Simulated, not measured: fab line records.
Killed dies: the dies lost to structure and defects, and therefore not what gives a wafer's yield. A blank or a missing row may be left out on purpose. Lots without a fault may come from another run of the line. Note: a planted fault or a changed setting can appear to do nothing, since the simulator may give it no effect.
Matching of chambers | flow berkeley cmos170 | UCB170_GATE_ETCH_15 on rie si-01 has 4 sister chambers
The step etches poly-Si in HBr/Cl2, stops on SiO2, time 56.3 s, target depth 278.2 nm. 4 wafers are shown with their chamber, then 8 later ones without.

== WAFERS WITH THEIR CHAMBER ==
wafer  | chamber | throttle valve pct (%)
L482.6 | 2       | 26.37
L496.2 | 0       | 26.32
L496.5 | 1       | 26.35
L497.1 | 3       | 26.11

== WAFERS WHOSE CHAMBER IS MISSING ==
wafer  | throttle valve pct (%)
L497.2 | 26.37
L497.3 | 26.33
L499.1 | 26.30
L499.3 | 26.09
L499.6 | 26.33
L502.1 | 26.32
L502.4 | 26.34
L502.6 | 26.31

== EACH ONE'S CHAMBER ==
wafer  | from the rows above          | in truth
L497.2 | can't be placed: 2 or 1      | 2
L497.3 | can't be placed: 0 or 1      | 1
L499.1 | 0                            | 0
L499.3 | 3                            | 3
L499.6 | can't be placed: 0 or 1      | 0
L502.1 | 0                            | 0
L502.4 | can't be placed: 1 or 0 or 2 | 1
L502.6 | 0                            | 0
Correctly placed: 4 of 8. These rows do not allow placing 4 (true chamber among the candidates in 4). Wrongly placed: 0.
How it was worked out, from the rows above alone: a wafer's distance from a chamber is the root of the sum, over the readings, of the square of ((its reading less the chamber's mean) divided by the reading's scatter). The wafer belongs to the nearest chamber; if the next one is less than 2 further off, it can't be placed. The mean given for a chamber averages the wafers shown for that chamber. The scatter: with one shown wafer a chamber, the root of the mean of the squares of how far each hidden wafer lies from its nearest shown one.
